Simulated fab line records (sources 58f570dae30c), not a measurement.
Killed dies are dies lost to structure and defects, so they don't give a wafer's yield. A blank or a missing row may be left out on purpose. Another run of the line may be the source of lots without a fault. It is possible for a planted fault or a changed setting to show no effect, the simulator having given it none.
Which tool is to blame? / flow berkeley cmos170 / 14 lots with 42 wafers sampled at 6 steps, on a route of 331 steps

## WHAT EACH GAUGE READ, for each wafer
UCB170_PFIELD_TW_MEAS_09. Usual: PFIELD_TW typically reads 606, with standard deviation 5.8.
lot=L482; measured=day 5 04:17; on=film metro-02; PFIELD_TW=608 607 608; flag=
lot=L479; measured=day 5 04:35; on=film metro-04; PFIELD_TW=610 611 609; flag=
lot=L480; measured=day 5 05:14; on=film metro-01; PFIELD_TW=594 595 594; flag=
lot=L484; measured=day 5 19:40; on=film metro-02; PFIELD_TW=614 611 610; flag=
lot=L483; measured=day 5 20:01; on=film metro-04; PFIELD_TW=607 612 610; flag=
lot=L487; measured=day 6 19:04; on=film metro-01; PFIELD_TW=594 595 597; flag=
lot=L494; measured=day 8 11:02; on=film metro-02; PFIELD_TW=609 610 609; flag=
lot=L493; measured=day 8 11:20; on=film metro-04; PFIELD_TW=611 611 611; flag=
lot=L496; measured=day 9 10:04; on=film metro-02; PFIELD_TW=610 607 609; flag=
lot=L497; measured=day 9 10:12; on=film metro-01; PFIELD_TW=600 599 600; flag=
lot=L499; measured=day 9 16:09; on=film metro-04; PFIELD_TW=609 606 606; flag=
lot=L500; measured=day 9 16:24; on=film metro-02; PFIELD_TW=608 607 605; flag=
lot=L502; measured=day 9 16:52; on=film metro-04; PFIELD_TW=610 610 608; flag=
lot=L501; measured=day 10 01:14; on=film metro-04; PFIELD_TW=612 613 611; flag=

UCB170_SILICIDE_RS_MEAS_02: the measuring method here is four-point-probe. Usual: SILICIDE_TI_RS typically reads 26.3 ohm/sq, with standard deviation 0.38.
lot=L482; measured=day 8 15:17; on=film metro-03; SILICIDE_TI_RS (ohm/sq)=26.6 26.8 27.1; flag=
lot=L479; measured=day 8 14:49; on=film metro-02; SILICIDE_TI_RS (ohm/sq)=26.2 26.4 26.4; flag=
lot=L480; measured=day 8 14:34; on=film metro-03; SILICIDE_TI_RS (ohm/sq)=26.3 26.1 26.0; flag=
lot=L484; measured=day 9 12:31; on=film metro-02; SILICIDE_TI_RS (ohm/sq)=25.9 25.3 26.7; flag=
lot=L483; measured=day 9 12:02; on=film metro-01; SILICIDE_TI_RS (ohm/sq)=25.3 25.7 25.8; flag=
lot=L487; measured=day 9 23:16; on=film metro-01; SILICIDE_TI_RS (ohm/sq)=26.3 25.0 26.5; flag=
lot=L494; measured=day 11 18:04; on=film metro-03; SILICIDE_TI_RS (ohm/sq)=25.9 26.0 26.0; flag=
lot=L493; measured=day 11 17:52; on=film metro-02; SILICIDE_TI_RS (ohm/sq)=26.3 26.3 26.1; flag=
lot=L496; measured=day 12 08:43; on=film metro-03; SILICIDE_TI_RS (ohm/sq)=25.5 25.3 25.3; flag=
lot=L497; measured=day 12 08:10; on=film metro-02; SILICIDE_TI_RS (ohm/sq)=26.9 26.4 26.8; flag=
lot=L499; measured=day 12 21:19; on=film metro-02; SILICIDE_TI_RS (ohm/sq)=26.8 26.4 26.3; flag=
lot=L500; measured=day 12 20:22; on=film metro-01; SILICIDE_TI_RS (ohm/sq)=26.6 26.9 26.6; flag=
lot=L502; measured=day 12 22:05; on=film metro-01; SILICIDE_TI_RS (ohm/sq)=26.2 26.6 26.5; flag=
lot=L501; measured=day 13 07:06; on=film metro-02; SILICIDE_TI_RS (ohm/sq)=26.1 26.1 26.2; flag=

UCB170_SILICIDE_THK_MEAS_03: measures by xrf. Usual: SILICIDE_TI_THK typically reads 29.5 nm, with standard deviation 0.41.
lot=L482; measured=day 8 15:25; on=film metro-03; SILICIDE_TI_THK (nm)=29.4 29.1 29.0; flag=
lot=L479; measured=day 8 14:55; on=film metro-02; SILICIDE_TI_THK (nm)=29.5 29.4 29.2; flag=
lot=L480; measured=day 8 14:40; on=film metro-03; SILICIDE_TI_THK (nm)=29.7 30.0 29.9; flag=
lot=L484; measured=day 9 12:38; on=film metro-02; SILICIDE_TI_THK (nm)=29.6 30.4 29.1; flag=
lot=L483; measured=day 9 12:09; on=film metro-01; SILICIDE_TI_THK (nm)=30.7 30.4 30.5; flag=
lot=L487; measured=day 9 23:23; on=film metro-01; SILICIDE_TI_THK (nm)=29.8 30.9 29.7; flag=
lot=L494; measured=day 11 18:10; on=film metro-03; SILICIDE_TI_THK (nm)=29.7 29.7 29.7; flag=
lot=L493; measured=day 11 17:59; on=film metro-02; SILICIDE_TI_THK (nm)=29.4 29.3 29.6; flag=
lot=L496; measured=day 12 08:50; on=film metro-03; SILICIDE_TI_THK (nm)=30.2 30.3 30.5; flag=
lot=L497; measured=day 12 08:17; on=film metro-02; SILICIDE_TI_THK (nm)=28.8 29.3 28.9; flag=
lot=L499; measured=day 12 21:25; on=film metro-02; SILICIDE_TI_THK (nm)=29.1 29.3 29.3; flag=
lot=L500; measured=day 12 20:29; on=film metro-01; SILICIDE_TI_THK (nm)=29.4 29.1 29.2; flag=
lot=L502; measured=day 12 22:12; on=film metro-01; SILICIDE_TI_THK (nm)=29.6 29.3 29.3; flag=
lot=L501; measured=day 13 07:11; on=film metro-02; SILICIDE_TI_THK (nm)=29.7 29.5 29.4; flag=

UCB170_CONTACT_CD_MEAS_90: the cd target is 700 nm. Usual: cd nm reads 699.7 nm (standard deviation 1.6).
lot=L482; measured=day 8 21:00; on=cd sem-02; cd nm (nm)=698.1 699.4 696.8; flag=
lot=L479; measured=day 8 21:18; on=cd sem-01; cd nm (nm)=697.4 697.9 698.1; flag=
lot=L480; measured=day 8 19:26; on=cd sem-01; cd nm (nm)=701.6 700.4 701.1; flag=
lot=L484; measured=day 9 17:22; on=cd sem-02; cd nm (nm)=701.5 701.3 700.8; flag=
lot=L483; measured=day 9 17:13; on=cd sem-01; cd nm (nm)=699.5 699.2 700.3; flag=
lot=L487; measured=day 10 07:17; on=cd sem-01; cd nm (nm)=700.2 699.6 698.2; flag=
lot=L494; measured=day 12 01:12; on=cd sem-01; cd nm (nm)=701.1 701.5 701.2; flag=
lot=L493; measured=day 12 00:56; on=cd sem-02; cd nm (nm)=700.6 699.5 700.0; flag=
lot=L496; measured=day 12 16:13; on=cd sem-02; cd nm (nm)=700.3 702.0 701.0; flag=
lot=L497; measured=day 12 12:42; on=cd sem-02; cd nm (nm)=700.7 697.2 696.0; flag=
lot=L499; measured=day 13 06:24; on=cd sem-01; cd nm (nm)=698.5 697.1 698.1; flag=
lot=L500; measured=day 13 05:09; on=cd sem-01; cd nm (nm)=701.5 700.8 700.1; flag=
lot=L502; measured=day 13 05:46; on=cd sem-02; cd nm (nm)=698.7 698.1 696.1; flag=
lot=L501; measured=day 13 12:28; on=cd sem-02; cd nm (nm)=700.3 699.2 697.0; flag=

## EACH LOT AND THE TOOL THAT RAN IT (in order: tool; ch and the chambers of the sampled wafers; start)
lot=L482; UCB170_SILICIDE_SPUTTER_01=pvd sputter-03, day 8 15:16; UCB170_CONTACT_ETCH_17=rie diel-03 ch 0,3, day 8 20:44
lot=L479; UCB170_SILICIDE_SPUTTER_01=pvd sputter-01, day 8 14:46; UCB170_CONTACT_ETCH_17=rie diel-01 ch 0,3, day 8 21:01
lot=L480; UCB170_SILICIDE_SPUTTER_01=pvd sputter-04, day 8 14:28; UCB170_CONTACT_ETCH_17=rie diel-01 ch 0,1,3, day 8 19:09
lot=L484; UCB170_SILICIDE_SPUTTER_01=pvd sputter-03, day 9 12:29; UCB170_CONTACT_ETCH_17=rie diel-02 ch 0,1, day 9 17:05
lot=L483; UCB170_SILICIDE_SPUTTER_01=pvd sputter-04, day 9 11:58; UCB170_CONTACT_ETCH_17=rie diel-03 ch 2,3, day 9 16:57
lot=L487; UCB170_SILICIDE_SPUTTER_01=pvd sputter-03, day 9 23:14; UCB170_CONTACT_ETCH_17=rie diel-03 ch 1,2,3, day 10 07:01
lot=L494; UCB170_SILICIDE_SPUTTER_01=pvd sputter-04, day 11 18:01; UCB170_CONTACT_ETCH_17=rie diel-01 ch 2,3, day 12 00:55
lot=L493; UCB170_SILICIDE_SPUTTER_01=pvd sputter-01, day 11 17:50; UCB170_CONTACT_ETCH_17=rie diel-02 ch 0,2, day 12 00:40
lot=L496; UCB170_SILICIDE_SPUTTER_01=pvd sputter-04, day 12 08:41; UCB170_CONTACT_ETCH_17=rie diel-02 ch 1,3, day 12 15:56
lot=L497; UCB170_SILICIDE_SPUTTER_01=pvd sputter-03, day 12 08:08; UCB170_CONTACT_ETCH_17=rie diel-02 ch 1,3, day 12 12:26
lot=L499; UCB170_SILICIDE_SPUTTER_01=pvd sputter-03, day 12 21:14; UCB170_CONTACT_ETCH_17=rie diel-01 ch 2,3, day 13 06:06
lot=L500; UCB170_SILICIDE_SPUTTER_01=pvd sputter-03, day 12 20:20; UCB170_CONTACT_ETCH_17=rie diel-03 ch 1,2, day 13 04:45
lot=L502; UCB170_SILICIDE_SPUTTER_01=pvd sputter-03, day 12 22:03; UCB170_CONTACT_ETCH_17=rie diel-02 ch 2,3, day 13 05:29
lot=L501; UCB170_SILICIDE_SPUTTER_01=pvd sputter-01, day 13 07:01; UCB170_CONTACT_ETCH_17=rie diel-02 ch 2,3, day 13 12:08
- UCB170_SILICIDE_SPUTTER_01: material Ti, target thk 30 nm, time 25 s.
- UCB170_CONTACT_ETCH_17: etches BARC in N2/H2.

## WHAT THE TOOLS THEMSELVES READ (means of the sampled wafers that have a number; where no wafer has one, the mark that the record gives instead)
UCB170_SILICIDE_SPUTTER_01. Usual: cathode dc power W 1500.0 W, standard deviation 0.29; throttle valve pct 30.1 %, standard deviation 0.95.
lot=L482; tool=pvd sputter-03; cathode dc power W (W)=1499.9; throttle valve pct (%)=30.0; flag=
lot=L479; tool=pvd sputter-01; cathode dc power W (W)=1500.3; throttle valve pct (%)=30.0; flag=
lot=L480; tool=pvd sputter-04; cathode dc power W (W)=1500.0; throttle valve pct (%)=31.0; flag=
lot=L484; tool=pvd sputter-03; cathode dc power W (W)=1527.7; throttle valve pct (%)=30.4; flag=OFF
lot=L483; tool=pvd sputter-04; cathode dc power W (W)=1499.9; throttle valve pct (%)=30.8; flag=
lot=L487; tool=pvd sputter-03; cathode dc power W (W)=1527.4; throttle valve pct (%)=29.0; flag=OFF
lot=L494; tool=pvd sputter-04; cathode dc power W (W)=1499.8; throttle valve pct (%)=30.6; flag=
lot=L493; tool=pvd sputter-01; cathode dc power W (W)=1500.1; throttle valve pct (%)=30.2; flag=
lot=L496; tool=pvd sputter-04; cathode dc power W (W)=1499.8; throttle valve pct (%)=30.7; flag=
lot=L497; tool=pvd sputter-03; cathode dc power W (W)=1500.0; throttle valve pct (%)=29.3; flag=
lot=L499; tool=pvd sputter-03; cathode dc power W (W)=1500.1; throttle valve pct (%)=30.1; flag=
lot=L500; tool=pvd sputter-03; cathode dc power W (W)=1500.0; throttle valve pct (%)=29.6; flag=
lot=L502; tool=pvd sputter-03; cathode dc power W (W)=1500.1; throttle valve pct (%)=30.5; flag=
lot=L501; tool=pvd sputter-01; cathode dc power W (W)=1500.1; throttle valve pct (%)=29.7; flag=

UCB170_CONTACT_ETCH_17. Usual: chamber pressure mTorr 30.005 mTorr, standard deviation 0.027; drypump motor current A 6.0 A, standard deviation 0.45; oes product au 1.003 a.u., standard deviation 0.02; throttle valve pct 13.26 %, standard deviation 0.16.
lot=L482; tool=rie diel-03; chamber pressure mTorr (mTorr)=29.978; drypump motor current A (A)=5.4; oes product au (a.u.)=0.993; throttle valve pct (%)=13.29; flag=
lot=L479; tool=rie diel-01; chamber pressure mTorr (mTorr)=29.998; drypump motor current A (A)=6.3; oes product au (a.u.)=0.995; throttle valve pct (%)=13.34; flag=
lot=L480; tool=rie diel-01; chamber pressure mTorr (mTorr)=30.006; drypump motor current A (A)=6.1; oes product au (a.u.)=1.004; throttle valve pct (%)=13.19; flag=
lot=L484; tool=rie diel-02; chamber pressure mTorr (mTorr)=29.999; drypump motor current A (A)=6.4; oes product au (a.u.)=1.018; throttle valve pct (%)=13.27; flag=
lot=L483; tool=rie diel-03; chamber pressure mTorr (mTorr)=29.984; drypump motor current A (A)=5.8; oes product au (a.u.)=0.992; throttle valve pct (%)=13.24; flag=
lot=L487; tool=rie diel-03; chamber pressure mTorr (mTorr)=30.014; drypump motor current A (A)=6.0; oes product au (a.u.)=1.004; throttle valve pct (%)=13.27; flag=
lot=L494; tool=rie diel-01; chamber pressure mTorr (mTorr)=30.013; drypump motor current A (A)=5.7; oes product au (a.u.)=0.982; throttle valve pct (%)=13.13; flag=
lot=L493; tool=rie diel-02; chamber pressure mTorr (mTorr)=30.020; drypump motor current A (A)=6.2; oes product au (a.u.)=1.011; throttle valve pct (%)=13.30; flag=
lot=L496; tool=rie diel-02; chamber pressure mTorr (mTorr)=29.997; drypump motor current A (A)=6.4; oes product au (a.u.)=1.014; throttle valve pct (%)=13.25; flag=
lot=L497; tool=rie diel-02; chamber pressure mTorr (mTorr)=30.010; drypump motor current A (A)=6.4; oes product au (a.u.)=1.025; throttle valve pct (%)=13.26; flag=
lot=L499; tool=rie diel-01; chamber pressure mTorr (mTorr)=30.021; drypump motor current A (A)=5.7; oes product au (a.u.)=0.978; throttle valve pct (%)=13.12; flag=
lot=L500; tool=rie diel-03; chamber pressure mTorr (mTorr)=30.005; drypump motor current A (A)=6.2; oes product au (a.u.)=0.985; throttle valve pct (%)=13.31; flag=
lot=L502; tool=rie diel-02; chamber pressure mTorr (mTorr)=30.017; drypump motor current A (A)=6.3; oes product au (a.u.)=1.029; throttle valve pct (%)=13.33; flag=
lot=L501; tool=rie diel-02; chamber pressure mTorr (mTorr)=30.032; drypump motor current A (A)=6.3; oes product au (a.u.)=1.030; throttle valve pct (%)=13.32; flag=

## THE ANSWER, worked out from the rows above alone
Rule: a lot is off if the mean of its wafers that have a number lies more than 3 standard deviations from the usual mean. A lot without any number at a reading at which 4 lots or more have one is off too. Where the step has rows for the other lots, those lots are counted as sound. First the gauges in route order, then the tools' own readings, where a lot's mean is used as printed above. At the first step where some lot is off, the reading lying furthest off is the one used; lots without a number count as furthest.
Off, at UCB170_SILICIDE_SPUTTER_01 on cathode dc power W: L484, L487.
If a tool, at that step or one of the process steps before it, ran each lot that is off and ran no sound lot following the first of them, it fits. Not one of the candidates tried fits.

## WHAT THE SIMULATOR HAD PUT IN
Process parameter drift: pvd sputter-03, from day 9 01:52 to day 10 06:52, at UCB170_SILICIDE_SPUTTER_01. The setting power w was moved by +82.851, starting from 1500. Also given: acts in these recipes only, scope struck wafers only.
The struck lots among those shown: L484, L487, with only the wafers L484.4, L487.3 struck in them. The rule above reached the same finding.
